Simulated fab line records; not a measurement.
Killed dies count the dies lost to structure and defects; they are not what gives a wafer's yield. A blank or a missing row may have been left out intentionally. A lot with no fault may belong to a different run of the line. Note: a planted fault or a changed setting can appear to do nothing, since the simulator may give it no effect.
What tool caused it? / flow rit-cmos / 45 wafers from 15 lots sampled at 2 of the route's 202 steps

## WHAT EACH GAUGE READ, for each wafer
RIT_FOX2_THK_MEAS_91.
lot=L604; measured=day 2 12:36; on=film-metro-02; FIELD_OXIDE_LEFT_2_THK (nm)=248 252 254
lot=L605; measured=day 2 17:07; on=film-metro-02; FIELD_OXIDE_LEFT_2_THK (nm)=246 242 251
lot=L606; measured=day 2 19:04; on=film-metro-01; FIELD_OXIDE_LEFT_2_THK (nm)=249 247 248
lot=L607; measured=day 2 23:11; on=film-metro-02; FIELD_OXIDE_LEFT_2_THK (nm)=261 254 253
lot=L608; measured=day 3 05:16; on=film-metro-02; FIELD_OXIDE_LEFT_2_THK (nm)=254 248 249
lot=L609; measured=day 3 10:13; on=film-metro-02; FIELD_OXIDE_LEFT_2_THK (nm)=253 255 251
lot=L610; measured=day 3 15:10; on=film-metro-04; FIELD_OXIDE_LEFT_2_THK (nm)=258 255 261
lot=L611; measured=day 3 18:37; on=film-metro-01; FIELD_OXIDE_LEFT_2_THK (nm)=287 288 291
lot=L612; measured=day 4 00:29; on=film-metro-02; FIELD_OXIDE_LEFT_2_THK (nm)=283 277 280
lot=L614; measured=day 4 11:31; on=film-metro-02; FIELD_OXIDE_LEFT_2_THK (nm)=245 246 246
lot=L615; measured=day 4 14:39; on=film-metro-04; FIELD_OXIDE_LEFT_2_THK (nm)=284 292 287
lot=L620; measured=day 5 16:33; on=film-metro-01; FIELD_OXIDE_LEFT_2_THK (nm)=261 262 254
lot=L624; measured=day 6 13:23; on=film-metro-02; FIELD_OXIDE_LEFT_2_THK (nm)=249 250 250
lot=L626; measured=day 6 22:34; on=film-metro-04; FIELD_OXIDE_LEFT_2_THK (nm)=265 263 261
lot=L627; measured=day 7 02:38; on=film-metro-04; FIELD_OXIDE_LEFT_2_THK (nm)=255 257 252

## EACH LOT AND THE TOOL THAT RAN IT (in order: tool; ch and the chambers of the sampled wafers; start)
lot=L604; RIT_GATE_WET_ETCH_00=wet-bench-02 ch 1, day 2 12:11
lot=L605; RIT_GATE_WET_ETCH_00=wet-bench-04 ch 3, day 2 16:41
lot=L606; RIT_GATE_WET_ETCH_00=wet-bench-02 ch 1, day 2 18:40
lot=L607; RIT_GATE_WET_ETCH_00=wet-bench-02 ch 1, day 2 22:46
lot=L608; RIT_GATE_WET_ETCH_00=wet-bench-02 ch 0, day 3 04:49
lot=L609; RIT_GATE_WET_ETCH_00=wet-bench-02 ch 1, day 3 09:45
lot=L610; RIT_GATE_WET_ETCH_00=wet-bench-04 ch 1, day 3 14:43
lot=L611; RIT_GATE_WET_ETCH_00=wet-bench-02 ch 1, day 3 18:11
lot=L612; RIT_GATE_WET_ETCH_00=wet-bench-02 ch 0, day 4 00:02
lot=L614; RIT_GATE_WET_ETCH_00=wet-bench-04 ch 2, day 4 11:07
lot=L615; RIT_GATE_WET_ETCH_00=wet-bench-02 ch 2, day 4 14:13
lot=L620; RIT_GATE_WET_ETCH_00=wet-bench-01 ch 3, day 5 16:05
lot=L624; RIT_GATE_WET_ETCH_00=wet-bench-01 ch 0, day 6 12:57
lot=L626; RIT_GATE_WET_ETCH_00=wet-bench-04 ch 1, day 6 22:05
lot=L627; RIT_GATE_WET_ETCH_00=wet-bench-04 ch 1, day 7 01:59
- RIT_GATE_WET_ETCH_00: etches SiO2 in BOE, target depth 56 nm, time 60 s.

## AS READ BY THE TOOLS THEMSELVES (means over the sampled wafers that have a number; for cases with no such wafer, the mark the record gives instead)
RIT_GATE_WET_ETCH_00.
lot=L604; tool=wet-bench-02; run-length-s (s)=87
lot=L605; tool=wet-bench-04; run-length-s (s)=86
lot=L606; tool=wet-bench-02; run-length-s (s)=88
lot=L607; tool=wet-bench-02; run-length-s (s)=87
lot=L608; tool=wet-bench-02; run-length-s (s)=92
lot=L609; tool=wet-bench-02; run-length-s (s)=94
lot=L610; tool=wet-bench-04; run-length-s (s)=86
lot=L611; tool=wet-bench-02; run-length-s (s)=65
lot=L612; tool=wet-bench-02; run-length-s (s)=64
lot=L614; tool=wet-bench-04; run-length-s (s)=85
lot=L615; tool=wet-bench-02; run-length-s (s)=58
lot=L620; tool=wet-bench-01; run-length-s (s)=93
lot=L624; tool=wet-bench-01; run-length-s (s)=93
lot=L626; tool=wet-bench-04; run-length-s (s)=86
lot=L627; tool=wet-bench-04; run-length-s (s)=86

## THE ANSWER, worked out from the rows above alone
Rule: the usual values come from the lots themselves. Put in order of their means at a reading, lots are off if they are a third of the lots or fewer, leave a main group of 4 or more, and stand apart from it by a gap of 3 or more times the standard deviation of the main group's means; of several such gaps the widest counts. A main group is skipped when, at the precision printed for the reading in the tables above, its means are all equal. A lot without any number at a reading at which 4 lots or more have one is off too. The other lots that the step has rows for count as sound. After the gauges, taken in route order, come the tools' own readings; for these a lot's mean is taken, as printed above. At the first step where some lot is off, the reading lying furthest off is the one used; lots without a number count as furthest.
Off: L611, L612, L615, seen at RIT_FOX2_THK_MEAS_91 (FIELD_OXIDE_LEFT_2_THK). The main group: mean 253 nm, standard deviation 5.1.
If a tool, at a process step before that reading, ran all the lots that are off and no sound lot after the first of them, it fits. Not tried: the gauges at RIT_FOX2_THK_MEAS_91; whatever is off there is also off at RIT_GATE_WET_ETCH_00, on other tools, and gauge error can't account for it. One fits: RIT_GATE_WET_ETCH_00 on wet-bench-02. A fault onset in the window from L609 (day 3 09:45, its last sound lot) to L611 (day 3 18:11, its first lot off) fits.
The tool's own readings at RIT_GATE_WET_ETCH_00 bear it out: on the lots that are off they differ by more than 5 times the standard deviation of the sound lots' means. run-length-s reads 62 s there against 89 s on the sound lots.

## WHAT WAS PUT IN BY THE SIMULATOR
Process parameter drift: wet-bench-02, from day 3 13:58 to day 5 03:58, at RIT_GATE_WET_ETCH_00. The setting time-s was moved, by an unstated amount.
Struck lots among those shown: L611, L612, L615. The same result came from the rule above.
